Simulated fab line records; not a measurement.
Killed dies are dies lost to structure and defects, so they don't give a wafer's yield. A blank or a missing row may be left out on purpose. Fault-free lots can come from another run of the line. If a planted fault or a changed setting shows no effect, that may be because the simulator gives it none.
fab line records ; flow berkeley-cmos170
[record] lots = 14; wafers = 42; last-day = 12
route steps=331 shown CONTACT@217
lots that met no fault: from a run of the same line without faults
start-h: start of the lot's first displayed wafer, in hours after the record's first day ; wait-h: hours from the lot's prior step to this one ; " same as the row above ; L1.1+2: several wafers, shown together as one row ; - either no value or no given start ; * or withheld: withheld ; < > ~ a bound
route shown NAME@n: a module of which the file shows steps, and the number in the route of the first ; usual: mean and standard deviation over wafers with no fault ; same: alike in all rows ; chamber/n: place in a boat ; sites: each site's reading ; _std_site: their standard deviation ; _edge_site: outer sites' mean less inner sites' ; radius-mm: for every site, how far away it sits from the centre of the wafer ; mask NAME#n: copy n ; behind: tool/chamber where the wafer was last shaped ; hold: cause of the lot's hold/its duration in hours/its outcome ; device: whichever transistor did not switch (one of n, p or np) ; end of line: tests run on the same wafers once the route is complete ; where a step has no rows: the recipe by itself ; killed: at the first sort, the dies lost to defects and structure; wafer yield is something else ; map: a wafer's dies, marking killed ones x, the rest . and places with no die _
set.NAME: the setting as run; set.NAME@STEP: as run at that earlier step ; model.NAME: the simulator's own value behind a step, which no gauge read
the route's steps for a sample of lots (tables are steps, rows are wafers)
services: from which hour (start-h, from the record's first day; less than 0 if before it) a tool's chamber was out of use, for how many hours, and why
[[steps]]
[step UCB170_CONTACT_CVD_01]
[recipe] material = PSG; target-thk-nm = 700; temp-c = 450; precursor = SiH4/O2/PH3; time-s = 2820; pressure-mtorr = 300; sih4-flow-sccm = 60; o2-flow-sccm = 90; ph3-flow-sccm = 25
[usual] ph3-flow-sccm = 25.01/0.074; sih4-flow-sccm = 60.04/0.15; zone-power-centre-pct = 19.7/1.3
lot.wafer;tool;chamber;start-h;wait-h;ph3-flow-sccm;sih4-flow-sccm;zone-power-centre-pct
L552.2;lpcvd-01;1;150.68;1.5;25.09;60.27;20.1
L552.3;lpcvd-01;1;150.68;1.5;25.05;60.10;19.9
L552.6;lpcvd-01;1;150.68;1.5;24.97;59.92;19.5
L555.1;lpcvd-02;1;156.55;0.0;25.10;60.07;21.8
L555.2;lpcvd-02;1;156.55;0.0;25.02;60.22;21.4
L555.5;lpcvd-02;1;156.55;0.0;25.08;59.81;21.6
L554.2;lpcvd-02;1;158.33;1.1;25.02;60.01;21.4
L554.4;lpcvd-02;1;158.33;1.1;25.03;60.05;22.0
L554.5;lpcvd-02;1;158.33;1.1;25.09;60.07;21.6
L557.2;lpcvd-02;1;171.28;0.0;25.01;59.85;21.5
L557.3;lpcvd-02;1;171.28;0.0;25.02;59.82;21.5
L557.5;lpcvd-02;1;171.28;0.0;24.92;60.20;21.7
L558.1;lpcvd-02;1;182.73;0.8;24.92;59.98;21.7
L558.4;lpcvd-02;1;182.73;0.8;25.03;60.01;21.6
L558.5;lpcvd-02;1;182.73;0.8;25.07;59.74;21.8
L561.3;lpcvd-02;1;199.50;1.8;24.98;59.99;21.7
L561.4;lpcvd-02;1;199.50;1.8;25.09;59.83;21.3
L561.5;lpcvd-02;1;199.50;1.8;24.94;60.09;21.7
L562.1;lpcvd-02;0;199.50;1.4;25.09;60.32;19.3
L562.3;lpcvd-02;0;199.50;1.4;24.97;59.94;19.6
L562.5;lpcvd-02;0;199.50;1.4;25.10;59.78;19.7
L564.3;lpcvd-01;1;209.97;0.0;25.05;59.97;19.9
L564.4;lpcvd-01;1;209.97;0.0;25.11;59.92;19.5
L564.5;lpcvd-01;1;209.97;0.0;25.06;59.95;20.1
L569.1;lpcvd-02;0;241.73;0.4;25.08;60.00;19.5
L569.4;lpcvd-02;0;241.73;0.4;25.01;59.96;19.7
L569.5;lpcvd-02;0;241.73;0.4;25.05;60.25;19.4
L570.4;lpcvd-02;0;241.73;0.4;24.97;59.97;19.3
L570.5;lpcvd-02;0;241.73;0.4;24.98;59.84;19.4
L570.6;lpcvd-02;0;241.73;0.4;24.96;59.93;19.4
L571.1;lpcvd-01;0;242.93;1.1;24.92;60.18;18.1
L571.2;lpcvd-01;0;242.93;1.1;24.94;60.38;18.4
L571.6;lpcvd-01;0;242.93;1.1;24.93;60.20;18.2
L574.2;lpcvd-01;0;250.98;0.0;25.00;59.81;18.0
L574.3;lpcvd-01;0;250.98;0.0;25.09;60.19;18.3
L574.4;lpcvd-01;0;250.98;0.0;25.00;60.04;18.1
L572.2;lpcvd-01;1;253.65;2.1;25.00;59.87;19.6
L572.3;lpcvd-01;1;253.65;2.1;25.02;59.93;20.0
L572.5;lpcvd-01;1;253.65;2.1;24.96;60.11;19.7
L573.1;lpcvd-01;1;253.65;2.1;24.94;59.96;19.9
L573.3;lpcvd-01;1;253.65;2.1;25.00;59.88;20.1
L573.5;lpcvd-01;1;253.65;2.1;24.84;60.23;19.8
[step UCB170_CONTACT_THK_MEAS_02]
[recipe] reads = PSG_of_CONTACT_CVD_01
[usual] CONTACT_PSG_THK = 694/5.8
lot.wafer;tool;chamber;start-h;wait-h;CONTACT_PSG_THK[nm]
L552.2;film-metro-04;-;152.47;0.0;687
L552.3;film-metro-04;-;152.47;0.0;690
L552.6;film-metro-04;-;152.47;0.0;690
L555.1;film-metro-04;-;158.33;0.0;700
L555.2;film-metro-04;-;158.33;0.0;698
L555.5;film-metro-04;-;158.33;0.0;694
L554.2;film-metro-03;-;160.12;0.0;701
L554.4;film-metro-03;-;160.12;0.0;697
L554.5;film-metro-03;-;160.12;0.0;699
L557.2;film-metro-01;-;173.07;0.0;699
L557.3;film-metro-01;-;173.07;0.0;697
L557.5;film-metro-01;-;173.07;0.0;695
L558.1;film-metro-03;-;184.51;0.0;691
L558.4;film-metro-03;-;184.51;0.0;689
L558.5;film-metro-03;-;184.51;0.0;689
L562.1;film-metro-04;-;201.28;0.0;694
L562.3;film-metro-04;-;201.28;0.0;698
L562.5;film-metro-04;-;201.28;0.0;700
L561.3;film-metro-01;-;201.30;0.0;684
L561.4;film-metro-01;-;201.30;0.0;687
L561.5;film-metro-01;-;201.30;0.0;685
L564.3;film-metro-03;-;211.77;0.0;691
L564.4;film-metro-03;-;211.77;0.0;694
L564.5;film-metro-03;-;211.77;0.0;697
L569.1;film-metro-01;-;243.51;0.0;896
L569.4;film-metro-01;-;243.51;0.0;893
L569.5;film-metro-01;-;243.51;0.0;892
L570.4;film-metro-04;-;243.54;0.0;895
L570.5;film-metro-04;-;243.54;0.0;893
L570.6;film-metro-04;-;243.54;0.0;896
L571.1;film-metro-04;-;244.71;0.0;702
L571.2;film-metro-04;-;244.71;0.0;701
L571.6;film-metro-04;-;244.71;0.0;699
L574.2;film-metro-03;-;253.66;0.0;696
L574.3;film-metro-03;-;253.66;0.0;690
L574.4;film-metro-03;-;253.66;0.0;701
L573.1;film-metro-04;-;256.33;0.0;699
L573.3;film-metro-04;-;256.33;0.0;693
L573.5;film-metro-04;-;256.33;0.0;692
L572.2;film-metro-01;-;256.34;0.0;705
L572.3;film-metro-01;-;256.34;0.0;704
L572.5;film-metro-01;-;256.34;0.0;704
[step UCB170_CONTACT_ETCH_18]
[recipe] chemistry = CHF3/CF4/Ar; target = PSG; stop-on = TiSi2; CHF3_flow_sccm = 45; cf4-flow-sccm = 15; Ar_flow_sccm = 150; pressure-mtorr = 200; rf-w = 700; target-depth-a = 8400; over-etch-frac = 0.2; time-s = 195
[usual] chamber-pressure-mTorr = 200.00/0.17; drypump-motor-current-A = 5.5/0.42; oes-product-au = 0.883/0.014; throttle-valve-pct = 6.89/0.12
lot.wafer;tool;chamber;start-h;wait-h;chamber-pressure-mTorr;drypump-motor-current-A;oes-product-au;rf-hours-counter-h;throttle-valve-pct
L552.2;rie-diel-02;0;-;-;199.99;5.0;0.896;84;6.78
L552.3;rie-diel-02;3;-;-;199.75;5.5;0.873;139;6.86
L552.6;rie-diel-02;1;-;-;199.93;5.4;0.895;-;6.92
L555.1;rie-diel-01;0;-;-;199.91;5.9;0.906;5;6.72
L555.2;rie-diel-01;1;-;-;200.10;5.3;0.899;17;6.69
L555.5;rie-diel-01;2;-;-;200.10;5.7;0.891;-;7.03
L554.2;rie-diel-02;1;-;-;200.17;5.4;0.890;116;6.90
L554.4;rie-diel-02;3;-;-;200.07;5.5;0.867;140;6.85
L554.5;rie-diel-02;2;-;-;199.90;5.9;0.894;-;6.95
L557.2;rie-diel-01;3;-;-;200.29;5.3;0.872;111;6.87
L557.3;rie-diel-01;2;-;-;200.04;5.7;0.906;13;7.03
L557.5;rie-diel-01;0;-;-;200.07;5.9;0.906;-;6.73
L558.1;rie-diel-01;1;-;-;199.63;5.3;0.881;18;6.68
L558.4;rie-diel-01;3;-;-;199.86;5.4;0.867;111;6.86
L558.5;rie-diel-01;3;-;-;200.01;5.3;0.869;-;6.87
L561.3;rie-diel-04;2;-;-;200.03;6.6;0.886;140;7.03
L561.4;rie-diel-04;3;-;-;199.98;5.2;0.874;2;6.95
L561.5;rie-diel-04;2;-;-;200.33;6.6;0.893;-;7.03
L562.1;rie-diel-02;0;-;-;200.01;5.0;0.888;86;6.78
L562.3;rie-diel-02;2;-;-;199.66;5.9;0.887;126;6.94
L562.5;rie-diel-02;0;-;-;199.95;5.0;0.892;-;6.76
L564.3;rie-diel-04;2;-;-;200.05;6.6;0.881;140;7.02
L564.4;rie-diel-04;0;-;-;199.94;5.2;0.862;17;7.06
L564.5;rie-diel-04;3;-;-;200.04;5.2;0.885;-;6.94
L569.1;rie-diel-04;3;-;-;199.92;5.2;1.002;4;6.95
L569.4;rie-diel-04;3;-;-;200.01;5.2;0.996;-;6.93
L569.5;rie-diel-04;0;-;-;199.99;5.2;0.976;-;7.07
L570.4;rie-diel-01;1;-;-;199.99;5.3;0.985;-;6.68
L570.5;rie-diel-01;3;-;-;199.93;5.3;0.980;-;6.87
L570.6;rie-diel-01;0;-;-;200.28;5.9;0.997;-;6.71
L571.1;rie-diel-02;1;-;-;200.14;5.4;0.893;121;6.92
L571.2;rie-diel-02;2;-;-;200.10;5.9;0.890;128;6.95
L571.6;rie-diel-02;2;-;-;200.18;5.9;0.895;-;6.94
L574.2;rie-diel-02;0;-;-;199.84;5.0;0.882;89;6.79
L574.3;rie-diel-02;3;-;-;200.08;5.5;0.896;1;6.82
L574.4;rie-diel-02;2;-;-;199.84;6.0;0.895;129;6.97
L572.2;rie-diel-01;3;-;-;200.02;5.4;0.880;115;6.88
L572.3;rie-diel-01;0;-;-;200.03;5.8;0.907;10;6.71
L572.5;rie-diel-01;3;-;-;200.16;5.4;0.874;-;6.88
L573.1;rie-diel-02;3;-;-;199.69;5.5;0.901;1;6.83
L573.3;rie-diel-02;2;-;-;200.12;5.9;0.896;129;6.95
L573.5;rie-diel-02;0;-;-;200.32;5.0;0.888;-;6.80
[[services]]
tool;chamber;start-h;hours;kind
lpcvd-02;-;134.06;2.1;repair
rie-diel-02;2;142.52;12.7;repair
rie-diel-04;3;143.31;-;clean
rie-diel-04;3;143.31;18.6;scheduled-down
rie-diel-04;3;143.31;18.6;vent-cycle
lpcvd-02;-;164.44;4.3;pm
rie-diel-02;3;188.18;9.8;repair
lpcvd-01;-;188.23;6.1;pm
rie-diel-01;-;201.42;14.6;pm
rie-diel-04;3;217.79;7.2;repair
rie-diel-02;3;222.04;-;clean
rie-diel-02;3;222.04;20.6;scheduled-down
rie-diel-02;3;222.04;20.6;vent-cycle
rie-diel-01;2;227.31;22.2;repair
rie-diel-04;2;233.83;-;clean
rie-diel-04;2;233.83;24.1;scheduled-down
rie-diel-04;2;233.83;24.1;vent-cycle
rie-diel-02;1;249.88;3.9;repair
[[key]]
[first-sign] step = UCB170_CONTACT_THK_MEAS_02; reading = CONTACT_PSG_THK; direction = up; sigmas = 34; usual = 694; struck = 894
[effect] step = UCB170_CONTACT_ETCH_18; reading = oes-product-au; direction = up; sigmas = 7.8; usual = 0.883; struck = 0.989
met-at UCB170_CONTACT_CVD_01
struck-lots L569,L570
later-rows-left-out L569.1,L569.4,L569.5,L570.4,L570.5,L570.6
sort-left-out L569.1,L569.4,L569.5,L570.4,L570.5,L570.6
tester-left-out L569,L570
onset-between 199.50 241.73
[fault] kind = process-parameter-drift; tool = lpcvd-02; chamber = -; onset-h = 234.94; steps = UCB170_CONTACT_CVD_01; channel = target-thk-nm; offset = 196.2; shape = step; end-h = 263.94; acts-in = these-recipes-only; stated = 700
// tester-left-out: of these lots the tester's yield and bins aren't shown, on N5 and GAA mostly nor the transistor test; their killed dies are dies lost to structure and defects alone, not to doping, threshold or leakage, so they don't give the yield
// sort-left-out: the simulated sort isn't trusted on such a fault, so these wafers' sort isn't shown, and their yield isn't known
// later-rows-left-out: the simulator's readings of these wafers behind a module that went badly wrong aren't trusted and aren't shown, but for the sort
